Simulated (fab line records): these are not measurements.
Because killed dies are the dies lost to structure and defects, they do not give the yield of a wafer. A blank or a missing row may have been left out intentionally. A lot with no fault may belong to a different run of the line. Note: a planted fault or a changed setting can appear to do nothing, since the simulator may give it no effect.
The tool behind it: which one?	flow rit_cmos	42 wafers from 14 lots sampled at 6 of the route's 202 steps

WHAT THE GAUGES READ, wafer by wafer
RIT_SDANNEAL_RS_MEAS_04: a four-point-probe measurement. Usual: for PSD_RS the level is 116.1 ohm/sq and the standard deviation is 0.33.
lot	measured	on	PSD_RS (ohm/sq)	flag
L406	day 3 21:51	film_metro-02	115.9 116.0 116.4	
L407	day 4 01:00	film_metro-03	116.3 116.3 116.2	
L409	day 4 11:31	film_metro-03	116.6 116.2 116.4	
L411	day 5 00:09	film_metro-03	115.7 116.4 116.1	
L412	day 5 03:35	film_metro-03	116.1 115.7 115.9	
L413	day 5 10:06	film_metro-03	116.4 116.6 116.4	
L415	day 5 17:34	film_metro-01	116.3 115.9 115.7	
L414	day 5 18:54	film_metro-01	116.2 116.6 116.3	
L416	day 6 00:44	film_metro-01	115.6 115.7 115.2	
L419	day 6 14:43	film_metro-03	129.8 130.1 129.9 129.8 129.8 130.1	OFF
L421	day 7 01:23	film_metro-01	130.1 130.7 130.0 130.4 130.3 129.8	OFF
L422	day 7 06:06	film_metro-01	115.8 115.7 116.3	
L424	day 7 14:41	film_metro-02	115.7 115.4 115.2	
L426	day 8 02:04	film_metro-02	115.9 116.2 116.4	

RIT_SDANNEAL_RS_MEAS_06: a four-point-probe measurement. Usual: for PLDD_RS the level is 178.9 ohm/sq and the standard deviation is 0.41.
lot	measured	on	PLDD_RS (ohm/sq)	flag
L406	day 3 22:05	film_metro-02	178.5 179.0 179.1	
L407	day 4 01:14	film_metro-03	179.0 179.1 178.5	
L409	day 4 11:46	film_metro-03	178.8 179.0 179.5	
L411	day 5 00:23	film_metro-03	178.0 178.8 178.7	
L412	day 5 03:50	film_metro-03	179.1 178.9 179.6	
L413	day 5 10:20	film_metro-03	178.8 178.5 178.3	
L415	day 5 17:48	film_metro-01	179.1 179.1 178.9	
L414	day 5 19:08	film_metro-01	179.0 179.4 179.9	
L416	day 6 00:58	film_metro-01	178.0 178.5 177.7	
L419	day 6 18:31	film_metro-03	194.0 194.0 194.4 193.4 193.5 194.6	OFF
L421	day 7 09:27	film_metro-01	194.2 194.4 194.0 194.4 194.6 194.4	OFF
L422	day 7 06:20	film_metro-01	179.7 179.3 179.4	
L424	day 7 14:56	film_metro-02	179.2 179.0 179.4	
L426	day 8 02:18	film_metro-02	178.9 178.4 178.6	

RIT_CONTACT_CD_MEAS_08: target cd 1000 nm. Usual: cd_nm at 999.9 nm, with a standard deviation of 2.1.
lot	measured	on	cd_nm (nm)	flag
L406	day 3 23:55	cd_sem-02	997.8 1000.6 995.5	
L407	day 4 03:11	cd_sem-01	1000.3 998.6 1001.1	
L409	day 4 13:36	cd_sem-01	999.0 998.4 998.7	
L411	day 5 02:21	cd_sem-01	1001.8 999.9 1001.5	
L412	day 5 05:47	cd_sem-02	1001.6 1002.2 1002.4	
L413	day 5 12:11	cd_sem-02	1001.6 999.9 997.8	
L415	day 5 19:52	cd_sem-02	999.5 997.1 999.2	
L414	day 5 21:02	cd_sem-02	998.7 1000.2 999.4	
L416	day 6 02:56	cd_sem-02	1001.0 1000.9 1001.5	
L419	day 6 21:52	cd_sem-02	998.0 995.6 997.9	
L421	day 7 16:34	cd_sem-02	1006.3 1002.8 1002.5	
L422	day 7 08:17	cd_sem-02	1004.9 1000.4 1002.8	
L424	day 7 17:04	cd_sem-02	999.5 999.3 997.1	
L426	day 8 04:16	cd_sem-02	998.7 998.5 996.2	

RIT_CONTACT_CD_MEAS_90: target cd 1000 nm. Usual: cd_nm at 999.9 nm, with a standard deviation of 2.1.
lot	measured	on	cd_nm (nm)	flag
L406	day 4 00:38	cd_sem-01	997.5 999.7 995.7	
L407	day 4 03:53	cd_sem-01	1000.3 998.6 1001.4	
L409	day 4 14:17	cd_sem-01	998.9 998.4 998.8	
L411	day 5 03:10	cd_sem-02	1001.5 1000.4 1001.8	
L412	day 5 06:28	cd_sem-02	1001.5 1002.0 1002.3	
L413	day 5 12:52	cd_sem-02	1001.0 999.7 997.7	
L415	day 5 20:32	cd_sem-02	999.2 996.9 999.4	
L414	day 5 21:42	cd_sem-02	998.7 999.3 999.4	
L416	day 6 03:37	cd_sem-02	1000.7 1000.8 1001.6	
L419	day 6 22:46	cd_sem-02	999.0 995.6 998.9	
L421	day 7 17:14	cd_sem-02	1007.0 1002.5 1001.9	
L422	day 7 08:58	cd_sem-02	1005.2 1000.2 1003.1	
L424	day 7 17:55	cd_sem-02	999.9 999.5 997.5	
L426	day 8 04:56	cd_sem-01	998.6 998.2 996.1	

RIT_M1_THK_MEAS_02: measures by xrf. Usual: for M1_AL_THK the level is 403 nm and the standard deviation is 4.5.
lot	measured	on	M1_AL_THK (nm)	flag
L406	day 4 01:31	film_metro-01	401 405 401	
L407	day 4 04:46	film_metro-02	405 404 408	
L409	day 4 15:10	film_metro-03	410 410 408	
L411	day 5 04:04	film_metro-02	403 404 403	
L412	day 5 07:23	film_metro-03	404 408 406	
L413	day 5 13:58	film_metro-01	404 402 403	
L415	day 5 21:25	film_metro-03	403 401 402	
L414	day 5 22:46	film_metro-02	409 411 409	
L416	day 6 04:40	film_metro-02	396 395 398	
L419	day 6 23:40	film_metro-02	408 404 407	
L421	day 7 18:07	film_metro-03	410 411 409	
L422	day 7 09:51	film_metro-03	398 399 402	
L424	day 7 18:47	film_metro-03	402 406 404	
L426	day 8 06:01	film_metro-01	402 402 406	

WHAT TOOL EACH LOT RAN ON (gives the tool, then ch and the chambers of the sampled wafers, and finally the start)
lot	RIT_SDANNEAL_RTA_03
L406	rtp_anneal-02 ch 0, day 3 21:47
L407	rtp_anneal-01 ch 0, day 4 00:56
L409	rtp_anneal-01 ch 0, day 4 11:28
L411	rtp_anneal-01 ch 0, day 5 00:05
L412	rtp_anneal-02 ch 0, day 5 03:32
L413	rtp_anneal-01 ch 0, day 5 10:03
L415	rtp_anneal-02 ch 0, day 5 17:29
L414	rtp_anneal-01 ch 0, day 5 18:49
L416	rtp_anneal-02 ch 0, day 6 00:40
L419	rtp_anneal-01 ch 0, day 6 14:39
L421	rtp_anneal-01 ch 0, day 7 01:20
L422	rtp_anneal-02 ch 0, day 7 06:02
L424	rtp_anneal-02 ch 0, day 7 14:38
L426	rtp_anneal-02 ch 0, day 8 02:01
- RIT_SDANNEAL_RTA_03: time 5 s.

AS READ BY THE TOOLS THEMSELVES (means over the sampled wafers that have a number; for cases with no such wafer, the mark the record gives instead)
RIT_SDANNEAL_RTA_03. Usual: wafer_temp_C_max at 1053.6, with a standard deviation of 1.2.
lot	tool	wafer_temp_C_max	flag
L406	rtp_anneal-02	1052.4	
L407	rtp_anneal-01	1054.0	
L409	rtp_anneal-01	1053.3	
L411	rtp_anneal-01	1052.3	
L412	rtp_anneal-02	1054.1	
L413	rtp_anneal-01	1053.0	
L415	rtp_anneal-02	1052.7	
L414	rtp_anneal-01	1053.7	
L416	rtp_anneal-02	1052.9	
L419	rtp_anneal-01	1033.2	OFF
L421	rtp_anneal-01	1033.2	OFF
L422	rtp_anneal-02	1053.3	
L424	rtp_anneal-02	1055.1	
L426	rtp_anneal-02	1053.5	

THE ANSWER, worked out from the rows above alone
Rule: a lot is off if the mean of its wafers that have a number lies more than 3 standard deviations from the usual mean. A lot without any number at a reading at which 4 lots or more have one is off too. Any other lot the step has rows for is counted as sound. After the gauges, taken in route order, come the tools' own readings; for these a lot's mean is taken, as printed above. The first step at which some lot is off is used, and at that step the reading that is off furthest; a lot without a number counts as furthest.
Off: L419, L421, seen at RIT_SDANNEAL_RS_MEAS_04 (PSD_RS).
A tool fits if, at a process step before that reading, it ran every lot that is off, and no sound lot after the first of them. The gauges at RIT_SDANNEAL_RS_MEAS_04 aren't tried: what is off there is off at RIT_SDANNEAL_RTA_03 too, on other tools, and a gauge's error can't cause that. One fits: rtp_anneal-01 at RIT_SDANNEAL_RTA_03. Its last sound lot is L414 (day 5 18:49), its first lot that is off L419 (day 6 14:39): a fault that began between those two fits.
On the lots that are off, the tool's own readings at RIT_SDANNEAL_RTA_03 differ by more than 5 times the standard deviation of the sound lots' means, which bears it out; wafer_temp_C_max reads 1033.2 there versus 1053.4 on the sound lots.

WHAT THE SIMULATOR HAD INSERTED
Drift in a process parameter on rtp_anneal-01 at RIT_SDANNEAL_RTA_03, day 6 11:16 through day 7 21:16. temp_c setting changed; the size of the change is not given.
Struck lots among those shown: L419, L421. The rule above found the same.
